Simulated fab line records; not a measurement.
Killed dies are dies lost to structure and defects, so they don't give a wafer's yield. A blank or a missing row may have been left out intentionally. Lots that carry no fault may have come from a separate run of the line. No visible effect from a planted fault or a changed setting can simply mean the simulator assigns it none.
Split-lot trial | flow rit cmos | 27 wafers read across 5 lots, on a route 202 steps long

== THE SPLIT ==
At RIT_M1_DEVELOP_08 (develop time 68 s), the setting develop time s was moved away from the recipe's 68 s on 12 of the 27 wafers read, by -33.6% to +47.6%. For the rest of the wafers, this setting stayed at what the recipe calls for.

== FROM THE SPLIT TO THE READING: what the file shows between them, 5 steps ==
- RIT_M1_CD_MEAS_09: target cd 2600 nm
- RIT_M1_HARDBAKE_11: time 120 s
- RIT_M1_METAL_ETCH_12: etches Al in Cl2/BCl3, stops on SiO2, time 165 s, target depth 600 nm
- RIT_M1_STRIP_13: strips in nmp, time 600 s
- RIT_M1_STRIP_14: strips in O2, time 173.7 s

== THE READING ==
cd nm, in nm, at RIT_M1_CD_MEAS_90 (target cd 2600 nm). On this fab line, fault-free wafers typically give 2601.3 nm with a standard deviation of 2.5 nm.

wafer  | tool, chamber at the split | develop time s as run, s | against the recipe | cd nm, nm | against lot-mates on the recipe
L074.2 | litho track-01, 0          | 68                       | recipe             | 2597.1    | -
L074.4 | litho track-01, 0          | 68                       | recipe             | 2599.0    | -
L074.5 | litho track-01, 0          | 68                       | recipe             | 2596.6    | -
L075.1 | litho track-04, 0          | 100.4                    | +47.6%             | 2565.6    | -34.9
L075.2 | litho track-04, 0          | 68                       | recipe             | 2600.4    | -
L075.3 | litho track-04, 0          | 68                       | recipe             | 2602.8    | -
L075.4 | litho track-04, 0          | 100.4                    | +47.6%             | 2566.8    | -33.7
L075.5 | litho track-04, 0          | 100.4                    | +47.6%             | 2570.3    | -30.2
L075.6 | litho track-04, 0          | 68                       | recipe             | 2598.3    | -
L076.1 | litho track-04, 0          | 100.2                    | +47.4%             | 2564.6    | -35.3
L076.2 | litho track-04, 0          | 100.2                    | +47.4%             | 2567.5    | -32.4
L076.3 | litho track-04, 0          | 68                       | recipe             | 2599.6    | -
L076.4 | litho track-04, 0          | 100.2                    | +47.4%             | 2565.4    | -34.5
L076.5 | litho track-04, 0          | 68                       | recipe             | 2599.3    | -
L076.6 | litho track-04, 0          | 68                       | recipe             | 2600.8    | -
L079.1 | litho track-02, 0          | 68                       | recipe             | 2599.1    | -
L079.2 | litho track-02, 0          | 68                       | recipe             | 2598.6    | -
L079.3 | litho track-02, 0          | 68                       | recipe             | 2601.0    | -
L079.4 | litho track-02, 0          | 82.32                    | +21.1%             | 2584.7    | -14.9
L079.5 | litho track-02, 0          | 82.32                    | +21.1%             | 2585.3    | -14.3
L079.6 | litho track-02, 0          | 82.32                    | +21.1%             | 2582.0    | -17.6
L080.1 | litho track-04, 0          | 45.12                    | -33.6%             | 2644.0    | +40.5
L080.2 | litho track-04, 0          | 45.12                    | -33.6%             | 2646.0    | +42.5
L080.3 | litho track-04, 0          | 45.12                    | -33.6%             | 2647.8    | +44.3
L080.4 | litho track-04, 0          | 68                       | recipe             | 2602.8    | -
L080.5 | litho track-04, 0          | 68                       | recipe             | 2600.6    | -
L080.6 | litho track-04, 0          | 68                       | recipe             | 2607.2    | -

THE FIT
A straight line over all 27 wafers: cd nm changes by -0.885 nm for each +1% of develop time s; r = -0.96; the points scatter about the line by 6.1 nm.
The same after taking each lot's own level away (the mean of its wafers on the recipe; 27 wafers): -0.857 nm for each +1%; r = -0.97; scatter 5.1 nm.
The reading moves by 41 nm for the largest change in develop time s, on that fit.
The lots' own levels span 2597.57 to 2603.53 nm, that is 2.4 times the standard deviation above.
Hence the lot-to-lot level has little effect on the slope; both slopes agree.
Check: with one of the wafers moved furthest among these (+47.6%) left out of the fit, the line predicts -37.8 nm for it against its lot-mates. Against them it came out at -34.9 nm.

== THE OTHER SPLITS THESE WAFERS WENT THROUGH ==
Before the reading, these wafers also passed through other splits. Each is held against what the fit with the lots' levels taken away leaves over:
other split on the same wafers       | wafers away from the commonest value | r with cd nm (lot level and that fit taken away)
RIT_ACTIVE_DEVELOP_10 develop time s | 12                                   | +0.12
RIT_GATE_DEVELOP_15 develop time s   | 12                                   | -0.03

== THE WHOLE CHAIN: every reading that the file lists as answering this split, in the file's order ==
step                 | what it does                                                          | reading                                                   | change (the file's fit)               | r (the file's)
RIT_M1_CD_MEAS_09    | target cd 2600 nm                                                     | cd nm                                                     | -0.799 nm for each +1% of the setting | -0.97
RIT_M1_METAL_ETCH_12 | etches Al in Cl2/BCl3, stops on SiO2, time 165 s, target depth 600 nm | M1.cd nm (the simulator's own value, which no gauge read) | -0.811 nm for each +1% of the setting | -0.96
RIT_M1_CD_MEAS_90    | target cd 2600 nm                                                     | cd nm                                                     | -0.811 nm for each +1% of the setting | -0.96

== THE FILE'S OWN FIT ==
cd nm changes by -0.811 nm for each +1% of develop time s, r = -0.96.
